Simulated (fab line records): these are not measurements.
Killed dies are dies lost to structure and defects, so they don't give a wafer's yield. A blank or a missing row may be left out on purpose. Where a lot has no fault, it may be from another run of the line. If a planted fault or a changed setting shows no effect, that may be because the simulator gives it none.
Code-filled problem report in 8D (eight disciplines) form ; flow berkeley_cmos170 ; the parts of the form that need people (team, actions taken, sign-off) are left out

## 1. THE ISSUE
SPACER_TEOS_THK at UCB170_SPACER_THK_MEAS_01 reads a mean of 328 nm on 2 wafers of 1 lot; wafers without a fault read 376 nm with a standard deviation of 4.7. That is -10 standard deviations from the usual mean.
Earliest sighting: wafer L600.1 on film_metro-03 at day 10 12:59. The record has a number at this step for 15 wafers belonging to 5 lots. Rule for "out" (also "out of limits"): further than 4 standard deviations from the usual mean. Any other wafer with a number is counted as sound.

## 2. WHAT THIS IS AND IS NOT
question;is;is not
which readings at this step;SPACER_TEOS_THK;-
which lots;L600;L582, L583, L598, L599
which wafers of those lots;L600.1, L600.6;L600.2
read on which gauges;film_metro-03;film_metro-01, film_metro-02
when;from day 10 12:59;up to then (13 sound wafers)

## 3. WHAT RULES OUT EACH SUSPECT
Counting: if a tool at a process step up to the reading ran every lot that is out, it stays a suspect. Sound lots after the first of them don't rule it out here, since some wafers of a struck lot are sound.
- the gauge at UCB170_SPACER_THK_MEAS_01 is ruled out. All the wafers that are out were read on film_metro-03, but those of them that UCB170_SPACER_ETCHBACK_03 has rows for are out there too, on other tools.
- plasma_asher-01 at UCB170_NLDD_STRIP_10 (strips in O2): kept. It ran the lot that is out, L600 (day 10 12:26); its last sound lot up to then is L582 (day 7 01:53).
- pecvd-04 at UCB170_SPACER_CVD_00 (deposits SiO2 from TEOS/O2, target thk 376 nm, time 47 s): kept. It ran the lot that is out, L600 (day 10 12:56); its last sound lot up to then is L582 (day 7 05:32).
- The sound lot-mates ran in chamber 2 of pecvd-04 at UCB170_SPACER_CVD_00, but the wafers that are out ran in chamber 1.
Left after counting: plasma_asher-01 at UCB170_NLDD_STRIP_10, pecvd-04 at UCB170_SPACER_CVD_00.

## 4. THE CAUSE (what the simulator had put in)
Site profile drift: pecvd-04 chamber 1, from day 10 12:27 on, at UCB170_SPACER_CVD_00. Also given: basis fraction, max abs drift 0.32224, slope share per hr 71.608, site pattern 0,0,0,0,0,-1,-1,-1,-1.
Of the 2 suspects that counting leaves, this tool is one.

## 5. THE EFFECT CHAIN, in route order
One row per reading whose mean, taken over the struck wafers that have a number, lies over 3 standard deviations from the usual. Only readings for which the record gives a usual standard deviation are gone through. hours: the time from each lot's start at the first step in this table that gives one to its start at this step, as a median over the lots. sigmas: the change in usual standard deviations.
hours;step;reading;usual;on struck wafers;change;sigmas
0;UCB170_SPACER_THK_MEAS_01;SPACER_TEOS_THK;376 nm;328;-48;-10
2;UCB170_SPACER_ETCHBACK_03;oes_product_au;0.897 a.u.;0.812;-0.085;-7.1
The process steps in it:
- UCB170_SPACER_ETCHBACK_03: etches SiO2 in CHF3/CF4/Ar, stops on Si, target depth 376 nm, time 100 s.

## 6. HOW IT WOULD HAVE BEEN CAUGHT EARLIER
In this record the first reading out of limits at a measuring or inspecting step was taken at day 10 12:59, 1 hour after the fault began at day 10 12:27.
Of the tool readings at UCB170_SPACER_CVD_00 for which the record gives a usual standard deviation, none was out on any struck wafer, so an alarm limit of 4 standard deviations on them would not have fired.
Each of the lots that are out, 1 in all, had begun UCB170_SPACER_CVD_00 on pecvd-04 no later than day 10 12:59. Had the tool been put on hold then, not one of them would have been saved.
